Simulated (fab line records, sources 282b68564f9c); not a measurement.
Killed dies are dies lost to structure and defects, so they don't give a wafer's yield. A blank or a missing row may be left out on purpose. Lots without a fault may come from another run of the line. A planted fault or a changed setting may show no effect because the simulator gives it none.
Tool commonality check | flow rit_cmos | 14 lots, 48 wafers sampled

WHY IT WAS OPENED
At RIT_NRETRO_TW_MEAS_10 the reading NRETRO_TW is flagged on 2 of 14 lots. Wafers without a fault read 1042, standard deviation 6.3.
Rule: a lot is flagged when every wafer of it that has a number lies more than 4 standard deviations from that mean, or none has a number. The other lots count as sound.

lot  | measured    | on            | NRETRO_TW, wafer by wafer     | flag
L645 | day 2 06:07 | film_metro-03 | 1055 1054 1050                |
L646 | day 2 10:56 | film_metro-04 | 1046 1053 1046                |
L648 | day 2 21:42 | film_metro-04 | 1046 1046 1050                |
L649 | day 3 02:02 | film_metro-03 | 1052 1047 1048                |
L650 | day 3 06:43 | film_metro-04 | 1027 1032 1033                |
L651 | day 3 11:44 | film_metro-04 | 1283 1290 1289 1289 1290 1288 | FLAGGED
L652 | day 3 17:12 | film_metro-02 | 1291 1295 1294 1293 1295 1299 | FLAGGED
L653 | day 3 22:28 | film_metro-02 | 1046 1040 1036                |
L658 | day 4 23:32 | film_metro-02 | 1038 1031 1041                |
L662 | day 5 20:37 | film_metro-04 | 1041 1042 1040                |
L663 | day 6 00:49 | film_metro-03 | 1052 1049 1049                |
L664 | day 6 06:15 | film_metro-04 | 1036 1038 1043                |
L665 | day 6 11:01 | film_metro-02 | 1041 1040 1045                |
L668 | day 7 02:06 | film_metro-04 | 1038 1038 1032                |
The numbers of the flagged lots are 1291 on average: +249 against the usual, or +40 standard deviations.

WHICH TOOL RAN EACH LOT
The record holds 1 process step before the reading, out of a route of 202 steps. In each cell: the tool, then ch and the chambers that the sampled wafers went through, then the start.
lot  | flag    | RIT_NRETRO_IMPLANT_08
L645 |         | implanter-03 ch 0, day 2 05:48
L646 |         | implanter-02 ch 0, day 2 10:40
L648 |         | implanter-04 ch 0, day 2 21:23
L649 |         | implanter-04 ch 0, day 3 01:42
L650 |         | implanter-02 ch 0, day 3 06:25
L651 | FLAGGED | implanter-04 ch 0, day 3 11:07
L652 | FLAGGED | implanter-03 ch 0, day 3 16:34
L653 |         | implanter-04 ch 0, day 3 22:11
L658 |         | implanter-03 ch 0, day 4 23:14
L662 |         | implanter-04 ch 0, day 5 20:17
L663 |         | implanter-03 ch 0, day 6 00:31
L664 |         | implanter-04 ch 0, day 6 05:58
L665 |         | implanter-03 ch 0, day 6 10:41
L668 |         | implanter-04 ch 0, day 7 01:47
What these steps do:
- RIT_NRETRO_IMPLANT_08
- RIT_NRETRO_TW_MEAS_10

FLAGGED OVER TOTAL, TOOL BY TOOL (the gauges that took the reading come last)
step                  | tool          | lots run | flagged | share of the flagged lots | sound lots run after its first flagged lot
RIT_NRETRO_IMPLANT_08 | implanter-02  | 2        | 0       | none                      | -
RIT_NRETRO_IMPLANT_08 | implanter-03  | 5        | 1       | some                      | 3 (L658,L663,L665)
RIT_NRETRO_IMPLANT_08 | implanter-04  | 7        | 1       | some                      | 4 (L653,L662,L664,L668)
RIT_NRETRO_TW_MEAS_10 | film_metro-02 | 4        | 1       | some                      | 3 (L653,L658,L665)
RIT_NRETRO_TW_MEAS_10 | film_metro-03 | 3        | 0       | none                      | -
RIT_NRETRO_TW_MEAS_10 | film_metro-04 | 7        | 1       | some                      | 3 (L662,L664,L668)

WHAT THE TABLE ALLOWS
No row of the table ran every flagged lot.

WHAT THE SIMULATOR HAD PUT IN
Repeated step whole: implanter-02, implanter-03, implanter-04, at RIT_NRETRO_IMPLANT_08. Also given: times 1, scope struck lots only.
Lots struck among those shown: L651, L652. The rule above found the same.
